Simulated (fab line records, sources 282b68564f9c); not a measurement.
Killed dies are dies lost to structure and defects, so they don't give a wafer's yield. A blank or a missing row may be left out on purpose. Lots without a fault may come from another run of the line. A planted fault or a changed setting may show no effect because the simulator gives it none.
fab line records | flow rit_cmos
record lots=5 wafers=15 last_day=7
route steps=202 shown PRETRO@69 GATE@75 FOX2@80 M1@202
lots that met no fault: from a run of the same line without faults
start_h: hours from the record's first day to the start of the lot's first wafer shown | wait_h: hours since the lot's step before | " the same as in the row above | L1.1+2: a row that stands for several wafers | - no value, or no start given | * or withheld: withheld | < > ~ a bound
route shown NAME@n: a module of which the file shows steps, and the number in the route of the first | usual: mean/standard deviation of fault-free wafers | same: alike in all rows | chamber/n: place in a boat | sites: the reading at each site | _std_site: their standard deviation | _edge_site: outer sites' mean less inner sites' | radius_mm: how far each site lies from the wafer's centre | mask NAME#n: copy n | behind: the tool/chamber that last shaped the wafer | hold: why the lot was held/for how many hours/how that ended | device: the transistor (n, p or np) that didn't switch | end of line: the same wafers' tests at the end of the route | a step without rows: its recipe alone | killed: dies lost to structure and defects at the first sort, not the wafer's yield | map: a wafer's dies, x killed, . not, _ none there
set.NAME: the setting as run; set.NAME@STEP: as run at that earlier step | model.NAME: the simulator's own value behind a step, which no gauge read
lots at some steps of the route; a table a step, a row a wafer
services: from which hour (start_h, from the record's first day; less than 0 if before it) a tool's chamber was out of use, for how many hours, and why
## steps
# step RIT_PRETRO_DEVELOP_05
# recipe resist=NOVOLAK develop_time_s=68 dev_temp_c=23
# step RIT_PRETRO_OVL_MEAS_06
# usual PRETRO_OVL=-1.1/1.3
# columns lot.wafer tool chamber start_h wait_h PRETRO_OVL[nm]
L159.1 overlay-01 - 75.64 - 0.4
L159.2 " - " " 0.8
L159.6 " - " " 0.8
L167.1 overlay-01 - 115.69 - -2.5
L167.4 " - " " -1.7
L167.6 " - " " -1.5
L170.2 overlay-01 - 132.01 - -1.1
L170.3 " - " " -2.2
L170.4 " - " " -1.3
L171.2 overlay-02 - 135.62 - -1.0
L171.3 " - " " -1.0
L171.6 " - " " -2.1
L173.1 overlay-01 - 145.68 - -2.9
L173.2 " - " " -2.7
L173.4 " - " " -2.8
# step RIT_PRETRO_HARDBAKE_07
# recipe resist=NOVOLAK temp_c=140 time_s=120
# step RIT_PRETRO_IMPLANT_08
# recipe species=B energy_kev=45 dose_cm2=1.2e+13 tilt_deg=7
# step RIT_PRETRO_STRIP_09
# recipe chemistry=O2 time_s=180 resist=NOVOLAK platen_temp_c=withheld power_w=500 pressure_mtorr=4000 o2_flow_sccm=4000
# usual drypump_motor_current_A=5.7/0.32
# columns lot.wafer tool chamber start_h wait_h drypump_motor_current_A rf_hours_counter_h
L159.1 plasma_asher-02 0 76.08 0.1 5.3 30
L159.2 " 1 " " 5.9 30
L159.6 " 1 " " 5.9 -
L167.1 plasma_asher-03 0 116.13 0.1 5.4 46
L167.4 " 1 " " 5.9 -
L167.6 " 0 " " 5.4 -
L170.2 plasma_asher-03 1 132.44 0.1 5.9 48
L170.3 " 0 " " 5.4 -
L170.4 " 1 " " 5.9 -
L171.2 plasma_asher-03 0 136.05 0.1 5.5 48
L171.3 " 0 " " 5.5 -
L171.6 " 0 " " 5.4 -
L173.1 plasma_asher-01 0 146.12 0.1 6.1 45
L173.2 " 1 " " 5.3 45
L173.4 " 0 " " 6.1 -
# step RIT_PRETRO_TW_MEAS_10
# usual PRETRO_TW=470.9/2.4
# columns lot.wafer tool chamber start_h wait_h PRETRO_TW
L159.1 film_metro-03 - 76.25 0.1 471.1
L159.2 " - " " 473.0
L159.6 " - " " 472.1
L167.1 film_metro-02 - 116.30 0.1 473.2
L167.4 " - " " 472.3
L167.6 " - " " 471.9
L170.2 film_metro-02 - 132.63 0.1 473.4
L170.3 " - " " 472.9
L170.4 " - " " 470.4
L171.2 film_metro-04 - 136.24 0.1 471.7
L171.3 " - " " 470.8
L171.6 " - " " 471.0
L173.1 film_metro-02 - 146.29 0.1 468.6
L173.2 " - " " 471.8
L173.4 " - " " 468.2
# step RIT_GATE_WET_ETCH_00
# recipe chemistry=BOE target=SiO2 target_depth_nm=56 time_s=60 dry=n2_spin dilution=10:1 temp_c=21.5
# step RIT_GATE_CLEAN_01
# recipe chemistry=SC1 mix=3:3:50 time_s=600 temp_c=75
# step RIT_GATE_CLEAN_02
# recipe chemistry=dHF dilution=50:1 time_s=30
# step RIT_GATE_CLEAN_03
# recipe chemistry=SC2 mix=3:3:50 time_s=600 temp_c=75 dry=n2_spin
# step RIT_GATE_CLEAN_04
# recipe chemistry=dHF dilution=50:1 time_s=60 dry=n2_spin
# step RIT_FOX2_THK_MEAS_91
# recipe reads=SiO2_of_FOX2_OXIDATION_00
# usual FIELD_OXIDE_LEFT_2_THK=254/6.1
# columns lot.wafer tool chamber start_h wait_h FIELD_OXIDE_LEFT_2_THK[nm]
L159.1 film_metro-03 - 76.75 0.0 265
L159.2 " - " " 264
L159.6 " - " " 265
L167.1 film_metro-02 - 116.80 0.0 251
L167.4 " - " " 249
L167.6 " - " " 252
L170.2 film_metro-02 - 133.10 0.0 249
L170.3 " - " " 250
L170.4 " - " " 252
L171.2 film_metro-02 - 136.91 0.0 255
L171.3 " - " " 255
L171.6 " - " " 259
L173.1 film_metro-01 - 146.94 0.0 268
L173.2 " - " " 264
L173.4 " - " " 264
# step RIT_GATE_OXIDATION_05
# recipe temp_c=900 ambient=O2 target_thk_a=30 ox_time_s=270
# usual zone_power_source_pct=24.5/0.82
# columns lot.wafer tool chamber start_h wait_h zone_power_source_pct model.SiO2_of_GATE_OXIDATION_05.thk_nm
L159.1 furnace-03 0 76.81 0.1 23.6 3.031
L159.2 " 0 " " 23.9 3.057
L159.6 " 0 " " 23.2 2.988
L167.1 furnace-01 0 117.05 0.2 25.3 3.024
L167.4 " 0 " " 25.5 3.053
L167.6 " 0 " " 25.4 3.003
L170.2 furnace-01 0 133.15 0.0 25.2 3.175
L170.3 " 0 " " 25.4 3.165
L170.4 " 0 " " 25.4 3.22
L171.2 furnace-03 0 137.19 0.3 23.6 2.956
L171.3 " 0 " " 23.8 3.044
L171.6 " 0 " " 23.3 2.964
L173.1 furnace-02 0 147.00 0.1 25.1 2.991
L173.2 " 0 " " 24.6 3.042
L173.4 " 0 " " 24.5 2.977
# step RIT_GATE_ANNEAL_06
# recipe temp_c=900 time_s=600 ambient=N2O
# step RIT_GATE_THK_MEAS_07
# recipe reads=SiO2_of_GATE_OXIDATION_05
# usual GATE_OXIDE_THK=3.00/0.069
# columns lot.wafer tool chamber start_h wait_h GATE_OXIDE_THK[nm]
L159.1 film_metro-01 - 78.26 0.0 3.01
L159.2 " - " " 3.02
L159.6 " - " " 3.01
L167.1 film_metro-02 - 118.38 0.0 3.05
L167.4 " - " " 3.08
L167.6 " - " " 3.01
L170.2 film_metro-02 - 134.49 0.0 3.19
L170.3 " - " " 3.16
L170.4 " - " " 3.18
L171.2 film_metro-01 - 138.52 0.0 2.96
L171.3 " - " " 3.06
L171.6 " - " " 3.01
L173.1 film_metro-02 - 148.78 0.0 2.99
L173.2 " - " " 3.09
L173.4 " - " " 2.98
# step RIT_GATE_CVD_08
# recipe material=poly-Si target_thk_nm=250 temp_c=610 precursor=SiH4 time_s=2220 pressure_mtorr=300 sih4_flow_sccm=100
# step RIT_M1_PROBE_99
# usual killed_at_front_end=7/3.3 killed_dies=7/3.3 killed_open=3.6/2 killed_short=3.6/2.1
# same gross_dies=264 killed_at_M0_to_M3=0 killed_at_M4_up=0 killed_at_back_side=0 killed_at_contacts=0 killed_at_other=0
# columns lot.wafer tool chamber start_h wait_h killed_at_front_end killed_dies killed_open killed_short model.etest.pmos_0p3.r_on_ohm_um model.etest.nmos_0p3.r_on_ohm_um model.etest.nmos_0p15.drive_ua_um model.etest.nmos_narrow.drive_ua_um model.etest.nmos_0p3.drive_ua_um model.etest.pmos_0p15.drive_ua_um model.etest.pmos_0p3.drive_ua_um model.etest.pmos_narrow.drive_ua_um
L159.1 prober-02 - 103.56 0.1 8 8 4 4 6298 2211 448.2 223.9 224.7 249.4 100 101.5
L159.2 prober-02 - 103.61 0.1 5 5 2 3 6375 2197 445.6 225.4 222.3 246.4 98.73 101.6
L159.6 prober-02 - 103.81 0.2 1 1 1 0 6165 2163 460.3 230.5 228 257.4 103.8 105.6
L167.1 prober-02 - 142.10 0.1 12 12 5 7 6430 2196 459 224.5 223.1 243.4 97.95 98.75
L167.4 prober-02 - 142.25 0.2 5 5 2 3 6555 2185 456.8 219 220.5 240.3 95.99 97.69
L167.6 prober-02 - 142.35 0.2 5 5 1 4 6294 2158 476.3 224.4 227.3 259.8 102.2 101.8
L170.2 prober-01 - 157.99 0.1 8 8 4 4 6668 2246 440.2 207.9 208.5 232.3 91.82 93.17
L170.3 prober-01 - 158.04 0.2 10 10 6 4 6760 2234 442.4 208.4 206.9 232.4 91.55 93.18
L170.4 prober-01 - 158.09 0.2 4 4 2 2 6719 2270 443.3 206.5 207.6 237.7 91.89 92.78
L171.2 prober-02 - 161.91 0.1 6 6 3 3 6205 2137 473.8 228.3 229.6 260.1 103.3 102.9
L171.3 prober-02 - 161.96 0.2 5 5 1 4 6419 2207 453.6 220.5 222.4 249.4 99.23 99.65
L171.6 prober-02 - 162.11 0.2 3 3 1 2 6162 2171 454.5 220.9 227.9 255.3 104.6 102.8
L173.1 prober-02 - 173.91 0.1 2 2 1 1 6195 2147 474.8 222.5 228.3 268.2 102 100.2
L173.2 prober-02 - 173.96 0.1 2 2 0 2 6283 2175 465.7 216.7 222.3 260.8 99.51 98.42
L173.4 prober-02 - 174.06 0.2 3 3 2 1 6226 2144 479.6 226.1 228.7 269 101.9 101.7
# killed by level:class
L159.1 SPACER:geometric_particle:short=2 FOX2:geometric_particle:open=1 FOX2:geometric_particle:short=1 GATE:geometric_particle:open=1 GATE:geometric_particle:short=1 SPACER:geometric_particle:open=1 SILICIDE:geometric_particle:open=1
L159.2 FOX2:geometric_particle:short=1 GATE:geometric_particle:open=1 REOX:geometric_particle:short=1 SILICIDE:geometric_particle:open=1 SILICIDE:geometric_particle:short=1
L159.6 SILICIDE:geometric_particle:open=1
L167.1 SILICIDE:geometric_particle:short=3 GATE:geometric_particle:open=2 GATE:geometric_particle:short=2 SPACER:geometric_particle:open=2 FOX1:geometric_particle:short=1 REOX:geometric_particle:short=1 REOX:geometric_particle:open=1
L167.4 SILICIDE:geometric_particle:open=2 FOX2:geometric_particle:short=1 SPACER:geometric_particle:short=1 SILICIDE:geometric_particle:short=1
L167.6 GATE:geometric_particle:open=1 GATE:geometric_particle:short=1 REOX:geometric_particle:short=1 SPACER:geometric_particle:short=1 SILICIDE:geometric_particle:short=1
L170.2 REOX:geometric_particle:short=3 SILICIDE:geometric_particle:open=3 ACTIVE:geometric_particle:short=1 GATE:geometric_particle:open=1
L170.3 GATE:geometric_particle:open=3 GATE:geometric_particle:short=2 REOX:geometric_particle:short=2 SILICIDE:geometric_particle:open=2 SPACER:geometric_particle:open=1
L170.4 GATE:geometric_particle:short=2 GATE:geometric_particle:open=1 SILICIDE:geometric_particle:open=1
L171.2 FOX1:geometric_particle:short=2 GATE:geometric_particle:open=2 FOX1:geometric_particle:open=1 REOX:geometric_particle:short=1
L171.3 FOX1:geometric_particle:short=3 FOX2:geometric_particle:short=1 FOX2:geometric_particle:open=1
L171.6 FOX1:geometric_particle:short=1 REOX:geometric_particle:short=1 SPACER:geometric_particle:open=1
L173.1 FOX2:geometric_particle:open=1 SPACER:geometric_particle:short=1
L173.2 FOX1:geometric_particle:short=2
L173.4 SPACER:geometric_particle:open=2 GATE:geometric_particle:short=1
## services
# columns tool chamber start_h hours kind
furnace-01 - 69.48 5.4 pm
furnace-01 - 77.43 2.6 pm
plasma_asher-01 - 111.34 10.6 repair
furnace-02 - 122.60 3.3 pm
plasma_asher-01 - 123.88 14.6 pm
## key
first_sign step=RIT_GATE_THK_MEAS_07 reading=GATE_OXIDE_THK direction=up sigmas=2.5 usual=3.00 struck=3.18
effect none on later readings
model_effect step=RIT_GATE_OXIDATION_05 value=SiO2_of_GATE_OXIDATION_05.thk_nm without=2.953 struck=3.187
model_effect step=RIT_M1_PROBE_99 value=etest.pmos_0p3.r_on_ohm_um without=6300 struck=6716
met_at RIT_GATE_OXIDATION_05
struck_wafers L170.2,L170.3,L170.4
tester_left_out L170
onset_between 117.05 133.15
fault kind=process_parameter_drift tool=furnace-01 chamber=- onset_h=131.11 steps=RIT_GATE_OXIDATION_05 channel=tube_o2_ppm offset=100 shape=step end_h=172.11
# tester_left_out: of these lots the tester's yield and bins aren't shown, on N5 and GAA mostly nor the transistor test; their killed dies are dies lost to structure and defects alone, not to doping, threshold or leakage, so they don't give the yield
